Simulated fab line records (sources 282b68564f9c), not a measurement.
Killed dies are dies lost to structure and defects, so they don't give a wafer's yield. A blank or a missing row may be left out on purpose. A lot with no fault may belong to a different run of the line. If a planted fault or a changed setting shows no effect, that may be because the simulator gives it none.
What tool caused it? + flow rit cmos + 45 wafers from 15 lots sampled at 2 of the route's 202 steps

WHAT THE GAUGES SHOWED, per wafer
RIT_ACTIVE_THK_MEAS_02. Usual: ACTIVE_OXIDE_THK 47.2 nm, standard deviation 0.84.
| lot  | measured    | on            | ACTIVE_OXIDE_THK (nm)         | flag |
|------|-------------|---------------|-------------------------------|------|
| L653 | day 1 12:03 | film metro-04 | 48.4 47.7 47.6                |      |
| L654 | day 1 17:03 | film metro-03 | 46.4 47.3 47.0                |      |
| L655 | day 1 22:03 | film metro-01 | 48.2 48.2 47.6                |      |
| L656 | day 2 03:14 | film metro-04 | 45.3 46.3 45.9                |      |
| L657 | day 2 08:03 | film metro-01 | 46.9 46.9 46.9                |      |
| L659 | day 2 18:04 | film metro-03 | 47.0 47.1 47.5                |      |
| L660 | day 2 23:03 | film metro-04 | 47.8 48.5 48.1                |      |
| L661 | day 3 04:03 | film metro-03 | 47.2 46.9 47.8                |      |
| L662 | day 3 09:04 | film metro-04 | 48.3 48.4 48.0                |      |
| L665 | day 4 00:05 | film metro-03 | 47.7 47.3 47.5                |      |
| L666 | day 4 05:05 | film metro-01 | 52.9 53.1 52.5 53.0 53.1 52.5 | OFF  |
| L667 | day 4 10:03 | film metro-03 | 53.7 54.1 53.4 53.7 54.1 53.4 | OFF  |
| L668 | day 4 15:04 | film metro-04 | 53.1 52.9 53.3 53.1 52.9 53.3 | OFF  |
| L669 | day 4 20:04 | film metro-04 | 47.3 46.5 46.1                |      |
| L675 | day 6 02:03 | film metro-04 | 47.2 46.4 47.0                |      |

TOOL THAT RAN EACH LOT (tool first, then ch and the chambers of the sampled wafers, then the start)
| lot  | RIT_ACTIVE_OXIDATION_01      |
|------|------------------------------|
| L653 | furnace-02 ch 0, day 1 10:07 |
| L654 | furnace-04 ch 0, day 1 15:07 |
| L655 | furnace-04 ch 0, day 1 20:07 |
| L656 | furnace-02 ch 0, day 2 01:18 |
| L657 | furnace-02 ch 0, day 2 06:07 |
| L659 | furnace-04 ch 0, day 2 16:07 |
| L660 | furnace-03 ch 0, day 2 21:07 |
| L661 | furnace-02 ch 0, day 3 02:07 |
| L662 | furnace-03 ch 0, day 3 07:07 |
| L665 | furnace-04 ch 0, day 3 22:07 |
| L666 | furnace-04 ch 0, day 4 03:07 |
| L667 | furnace-04 ch 0, day 4 08:07 |
| L668 | furnace-04 ch 0, day 4 13:07 |
| L669 | furnace-02 ch 0, day 4 18:07 |
| L675 | furnace-02 ch 0, day 6 00:07 |
- RIT_ACTIVE_OXIDATION_01: target thk 46.8 nm, ox time 3360 s.

AS READ BY THE TOOLS THEMSELVES (means over the sampled wafers that have a number; for cases with no such wafer, the mark the record gives instead)
RIT_ACTIVE_OXIDATION_01. Usual: spike tc centre C 1002.5 C, standard deviation 1.1; spike tc load C 1026.5 C, standard deviation 1.2; spike tc source C 1024.5 C, standard deviation 1; tube center temp C 1000 C, standard deviation 0.096; tube_center_temp_C_max 1002.5, standard deviation 0.42.
| lot  | tool       | spike tc centre C (C) | spike tc load C (C) | spike tc source C (C) | tube center temp C (C) | tube_center_temp_C_max | flag |
|------|------------|-----------------------|---------------------|-----------------------|------------------------|------------------------|------|
| L653 | furnace-02 | 1002.3                | 1026.5              | 1023.6                | 1000                   | 1003.1                 |      |
| L654 | furnace-04 | 1003.1                | 1025.2              | 1025.1                | 1000                   | 1002.9                 |      |
| L655 | furnace-04 | 1002.1                | 1025.2              | 1025.0                | 1000                   | 1002.5                 |      |
| L656 | furnace-02 | 1002.4                | 1027.7              | 1023.5                | 1000                   | 1002.3                 |      |
| L657 | furnace-02 | 1003.0                | 1027.5              | 1023.9                | 1000                   | 1002.1                 |      |
| L659 | furnace-04 | 1001.9                | 1026.4              | 1024.6                | 1000                   | 1002.4                 |      |
| L660 | furnace-03 | 1002.6                | 1026.9              | 1025.8                | 1000                   | 1002.8                 |      |
| L661 | furnace-02 | 1002.7                | 1026.5              | 1024.4                | 1000                   | 1002.4                 |      |
| L662 | furnace-03 | 1002.4                | 1026.4              | 1025.0                | 1000                   | 1002.6                 |      |
| L665 | furnace-04 | 1002.0                | 1025.4              | 1024.4                | 1000                   | 1002.2                 |      |
| L666 | furnace-04 | 1016.2                | 1040.5              | 1040.4                | 1015                   | 1017.5                 | OFF  |
| L667 | furnace-04 | 1017.4                | 1040.8              | 1040.0                | 1015                   | 1017.8                 | OFF  |
| L668 | furnace-04 | 1016.9                | 1040.1              | 1039.8                | 1015                   | 1017.7                 | OFF  |
| L669 | furnace-02 | 1002.9                | 1028.0              | 1023.3                | 1000                   | 1002.4                 |      |
| L675 | furnace-02 | 1002.9                | 1028.1              | 1024.1                | 1000                   | 1002.4                 |      |

THE ANSWER, worked out from the rows above alone
Rule: a lot counts as off when the mean over its wafers that have a number is more than 3 standard deviations away from the usual mean. Also off: a lot with no number at a reading for which 4 or more lots have one. Any other lot the step has rows for is counted as sound. Order of review: gauges by route order, followed by the tools' own readings, for which a lot's mean as printed above is used. The first step at which some lot is off is used, and at that step the reading that is off furthest; a lot without a number counts as furthest.
Off: at RIT_ACTIVE_THK_MEAS_02 (ACTIVE_OXIDE_THK), L666, L667, L668.
If a tool, at a process step before that reading, ran all the lots that are off and no sound lot after the first of them, it fits. Not tried: the gauges at RIT_ACTIVE_THK_MEAS_02; whatever is off there is also off at RIT_ACTIVE_OXIDATION_01, on other tools, and gauge error can't account for it. One candidate fits, namely furnace-04 at RIT_ACTIVE_OXIDATION_01. A fault onset in the window from L665 (day 3 22:07, its last sound lot) to L666 (day 4 03:07, its first lot off) fits.
The tool's own readings at RIT_ACTIVE_OXIDATION_01 bear it out: on the lots that are off they differ by more than 5 times the standard deviation of the sound lots' means. spike tc centre C reads 1016.8 C there against 1002.5 C on the sound lots; spike tc load C reads 1040.5 C there against 1026.7 C on the sound lots; spike tc source C reads 1040.1 C there against 1024.4 C on the sound lots; tube center temp C reads 1015 C there against 1000 C on the sound lots; tube_center_temp_C_max reads 1017.7 there against 1002.5 on the sound lots.

WHAT HAD BEEN PUT IN BY THE SIMULATOR
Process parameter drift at RIT_ACTIVE_OXIDATION_01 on furnace-04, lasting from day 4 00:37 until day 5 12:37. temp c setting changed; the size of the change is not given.
Struck lots among those shown: L666, L667, L668. The same result came from the rule above.
